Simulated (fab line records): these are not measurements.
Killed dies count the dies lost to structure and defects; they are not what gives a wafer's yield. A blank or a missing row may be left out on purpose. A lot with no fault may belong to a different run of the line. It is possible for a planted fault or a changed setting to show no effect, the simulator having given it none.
The tool behind it: which one? | flow rit-cmos | 42 wafers from 14 lots sampled at 3 of the route's 202 steps

== WHAT EACH GAUGE READ, for each wafer ==
RIT_PWELL_TW_MEAS_10.
lot  | measured    | on            | PWELL_TW
L630 | day 1 23:21 | film-metro-03 | 950 954 953
L631 | day 2 03:29 | film-metro-02 | 958 959 956
L632 | day 2 08:25 | film-metro-01 | 957 956 957
L633 | day 2 14:57 | film-metro-03 | 957 954 955
L639 | day 3 20:26 | film-metro-03 | 950 948 957
L640 | day 4 05:04 | film-metro-02 | 959 958 960
L644 | day 5 02:13 | film-metro-02 | 954 955 949
L645 | day 5 06:32 | film-metro-02 | 962 958 956
L646 | day 5 07:47 | film-metro-01 | 956 957 953
L647 | day 5 14:11 | film-metro-02 | 957 951 954
L648 | day 5 20:14 | film-metro-02 | 1039 1039 1039
L651 | day 6 10:13 | film-metro-02 | 955 955 951
L652 | day 6 14:17 | film-metro-01 | 1040 1040 1040
L653 | day 6 18:06 | film-metro-02 | 950 957 953

RIT_WELLDRIVE_RS_MEAS_02: measurement is done with a four-point probe.
lot  | measured    | on            | PWELL_RS (ohm/sq)
L630 | day 2 04:37 | film-metro-01 | 430.9 431.1 429.7
L631 | day 2 08:45 | film-metro-03 | 428.6 430.2 428.9
L632 | day 2 13:43 | film-metro-02 | 429.3 430.0 428.9
L633 | day 2 20:13 | film-metro-02 | 430.2 431.8 430.6
L639 | day 4 02:41 | film-metro-03 | 430.1 429.7 429.6
L640 | day 4 10:20 | film-metro-02 | 429.5 429.0 427.7
L644 | day 5 08:54 | film-metro-01 | 428.6 429.1 428.4
L645 | day 5 13:50 | film-metro-02 | 427.9 428.5 428.5
L646 | day 5 13:48 | film-metro-03 | 429.6 429.6 430.2
L647 | day 5 19:30 | film-metro-03 | 430.6 429.6 430.1
L648 | day 6 02:28 | film-metro-01 | 363.6 364.2 364.1
L651 | day 6 15:31 | film-metro-02 | 429.4 428.7 429.7
L652 | day 6 19:34 | film-metro-01 | 365.6 365.5 366.5
L653 | day 6 23:22 | film-metro-02 | 430.7 430.9 429.3

== WHAT TOOL EACH LOT RAN ON (gives the tool, then ch and the chambers of the sampled wafers, and finally the start) ==
lot  | RIT_PWELL_IMPLANT_08
L630 | implanter-04 ch 0, day 1 23:01
L631 | implanter-03 ch 0, day 2 03:10
L632 | implanter-02 ch 0, day 2 08:07
L633 | implanter-04 ch 0, day 2 14:38
L639 | implanter-02 ch 0, day 3 20:06
L640 | implanter-02 ch 0, day 4 04:45
L644 | implanter-02 ch 0, day 5 01:54
L645 | implanter-03 ch 0, day 5 06:15
L646 | implanter-04 ch 0, day 5 07:27
L647 | implanter-03 ch 0, day 5 13:52
L648 | implanter-03 ch 0, day 5 19:56
L651 | implanter-04 ch 0, day 6 09:55
L652 | implanter-03 ch 0, day 6 14:00
L653 | implanter-02 ch 0, day 6 17:47
- RIT_PWELL_IMPLANT_08

== WHAT THE TOOLS THEMSELVES READ (means of the sampled wafers that have a number; where no wafer has one, the mark that the record gives instead) ==
RIT_PWELL_IMPLANT_08.
lot  | tool         | beam-on-s (s) | dose-ions-cm2 | faraday-current-uA
L630 | implanter-04 | 9.93          | 7e+13         | 223
L631 | implanter-03 | 9.99          | 7e+13         | 223
L632 | implanter-02 | 10.17         | 7e+13         | 219
L633 | implanter-04 | 9.90          | 7e+13         | 225
L639 | implanter-02 | 10.14         | 7e+13         | 219
L640 | implanter-02 | 9.71          | 7e+13         | 228
L644 | implanter-02 | 9.75          | 7e+13         | 227
L645 | implanter-03 | 10.21         | 7e+13         | 217
L646 | implanter-04 | 9.86          | 7e+13         | 225
L647 | implanter-03 | 10.11         | 7e+13         | 220
L648 | implanter-03 | 9.84          | 9e+13         | 293
L651 | implanter-04 | 10.01         | 7e+13         | 221
L652 | implanter-03 | 10.01         | 9e+13         | 288
L653 | implanter-02 | 10.01         | 7e+13         | 222

== THE ANSWER, worked out from the rows above alone ==
Rule: what is usual is taken from the lots themselves. Put in order of their means at a reading, lots are off if they are a third of the lots or fewer, leave a main group of 4 or more, and stand apart from it by a gap of 3 or more times the standard deviation of the main group's means; of several such gaps the widest counts. The tables above print the reading to a certain number of digits; a main group whose means all agree to those digits is not used. Also off: a lot with no number at a reading for which 4 or more lots have one. Where the step has rows for the other lots, those lots are counted as sound. Order of review: gauges by route order, followed by the tools' own readings, for which a lot's mean as printed above is used. At the first step where some lot is off, the reading lying furthest off is the one used; lots without a number count as furthest.
Off: L648, L652, at RIT_PWELL_TW_MEAS_10 (PWELL_TW). Main group: mean 955, sd 2.4.
If a tool, at a process step before that reading, ran all the lots that are off and no sound lot after the first of them, it fits. Not tried: the gauges at RIT_PWELL_TW_MEAS_10; whatever is off there is also off at RIT_PWELL_IMPLANT_08, on other tools, and gauge error can't account for it. One fits: RIT_PWELL_IMPLANT_08 on implanter-03. Its last sound lot is L647 (day 5 13:52), its first lot that is off L648 (day 5 19:56): a fault that began between those two fits.
The tool's own readings at RIT_PWELL_IMPLANT_08 bear it out: on the lots that are off they differ by more than 5 times the standard deviation of the sound lots' means. dose-ions-cm2 reads 9e+13 there against 7e+13 on the sound lots; faraday-current-uA reads 290 there against 222 on the sound lots.

== WHAT THE SIMULATOR PUT IN ==
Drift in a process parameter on implanter-03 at RIT_PWELL_IMPLANT_08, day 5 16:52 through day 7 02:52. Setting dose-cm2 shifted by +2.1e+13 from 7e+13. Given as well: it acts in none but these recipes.
Lots struck among those shown: L648, L652. The rule above found the same.
